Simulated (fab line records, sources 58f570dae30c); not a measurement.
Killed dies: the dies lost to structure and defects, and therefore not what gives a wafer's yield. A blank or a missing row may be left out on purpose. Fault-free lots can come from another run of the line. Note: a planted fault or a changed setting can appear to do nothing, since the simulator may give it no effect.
The tool behind it: which one? -- flow berkeley-cmos170 -- 13 lots with 39 wafers sampled at 2 steps, on a route of 331 steps

== WHAT THE GAUGES SHOWED, per wafer ==
UCB170_NVT_TW_MEAS_09. Usual: NVT_TW gives 523.1 (standard deviation 2.6).
lot,measured,on,NVT_TW,flag
L335,day 7 01:34,film-metro-01,524.5 522.5 520.4,
L334,day 7 01:41,film-metro-01,525.0 522.4 523.3,
L336,day 7 01:56,film-metro-02,519.9 519.1 518.8,
L338,day 8 13:59,film-metro-01,536.8 543.8 537.3 539.5 537.0 539.3,OFF
L341,day 8 14:22,film-metro-02,520.6 523.4 520.3,
L340,day 8 14:32,film-metro-01,539.2 541.9 542.5 539.9 540.2 539.2,OFF
L348,day 10 00:01,film-metro-02,524.6 522.4 519.3,
L350,day 10 07:56,film-metro-02,523.7 522.3 519.9,
L349,day 10 08:11,film-metro-03,528.0 526.4 526.2,
L353,day 10 22:59,film-metro-02,522.5 522.7 523.0,
L355,day 10 23:13,film-metro-01,523.7 524.8 523.6,
L357,day 11 20:45,film-metro-02,524.0 523.0 522.3,
L356,day 11 21:02,film-metro-03,525.2 519.9 521.2,

== TOOL THAT RAN EACH LOT (tool first, then ch and the chambers of the sampled wafers, then the start) ==
lot,UCB170_NVT_IMPLANT_07
L335,"implanter-03 ch 0, day 7 01:20"
L334,"implanter-01 ch 0, day 7 01:26"
L336,"implanter-03 ch 0, day 7 01:42"
L338,"implanter-03 ch 0, day 8 13:44"
L341,"implanter-01 ch 0, day 8 14:08"
L340,"implanter-03 ch 0, day 8 14:18"
L348,"implanter-01 ch 0, day 9 23:47"
L350,"implanter-01 ch 0, day 10 07:42"
L349,"implanter-01 ch 0, day 10 07:58"
L353,"implanter-01 ch 0, day 10 22:44"
L355,"implanter-01 ch 0, day 10 22:59"
L357,"implanter-01 ch 0, day 11 20:30"
L356,"implanter-03 ch 0, day 11 20:47"
- UCB170_NVT_IMPLANT_07

== WHAT THE TOOLS THEMSELVES READ (means of the sampled wafers that have a number; where no wafer has one, the mark that the record gives instead) ==
UCB170_NVT_IMPLANT_07. Usual: beam-energy-keV 50.002, standard deviation 0.015; end-station-pressure-torr 5.04e-06 Torr, standard deviation 2.7e-07; faraday-current-uA 9.51, standard deviation 0.19; tilt-deg 7.006 degrees, standard deviation 0.019.
lot,tool,beam-energy-keV,end-station-pressure-torr (Torr),faraday-current-uA,tilt-deg (degrees),flag
L335,implanter-03,50.003,5.38e-06,9.62,7.009,
L334,implanter-01,50.005,4.98e-06,9.64,6.992,
L336,implanter-03,49.995,5.07e-06,9.42,7.019,
L338,implanter-03,57.025,4.98e-06,9.48,7.029,OFF
L341,implanter-01,50.004,4.81e-06,9.39,7.003,
L340,implanter-03,57.028,4.54e-06,9.60,7.001,OFF
L348,implanter-01,49.990,5.29e-06,9.56,7.009,
L350,implanter-01,49.986,4.91e-06,9.65,7.010,
L349,implanter-01,49.995,5.11e-06,9.50,7.017,
L353,implanter-01,49.985,5.03e-06,9.48,7.004,
L355,implanter-01,49.998,5.06e-06,9.59,7.009,
L357,implanter-01,50.008,4.91e-06,9.44,7.036,
L356,implanter-03,49.996,4.96e-06,9.29,6.994,

== THE ANSWER, worked out from the rows above alone ==
Rule: a lot is off if the mean of its wafers that have a number lies more than 3 standard deviations from the usual mean. A lot without any number at a reading at which 4 lots or more have one is off too. The other lots that the step has rows for count as sound. Order of review: gauges by route order, followed by the tools' own readings, for which a lot's mean as printed above is used. At the first step where some lot is off, the reading lying furthest off is the one used; lots without a number count as furthest.
Off: L338, L340, at UCB170_NVT_TW_MEAS_09 (NVT_TW).
A tool fits if, at a process step before that reading, it ran every lot that is off, and no sound lot after the first of them. Not tried: the gauges at UCB170_NVT_TW_MEAS_09; whatever is off there is also off at UCB170_NVT_IMPLANT_07, on other tools, and gauge error can't account for it. Not one of the candidates tried fits.

== WHAT THE SIMULATOR HAD INSERTED ==
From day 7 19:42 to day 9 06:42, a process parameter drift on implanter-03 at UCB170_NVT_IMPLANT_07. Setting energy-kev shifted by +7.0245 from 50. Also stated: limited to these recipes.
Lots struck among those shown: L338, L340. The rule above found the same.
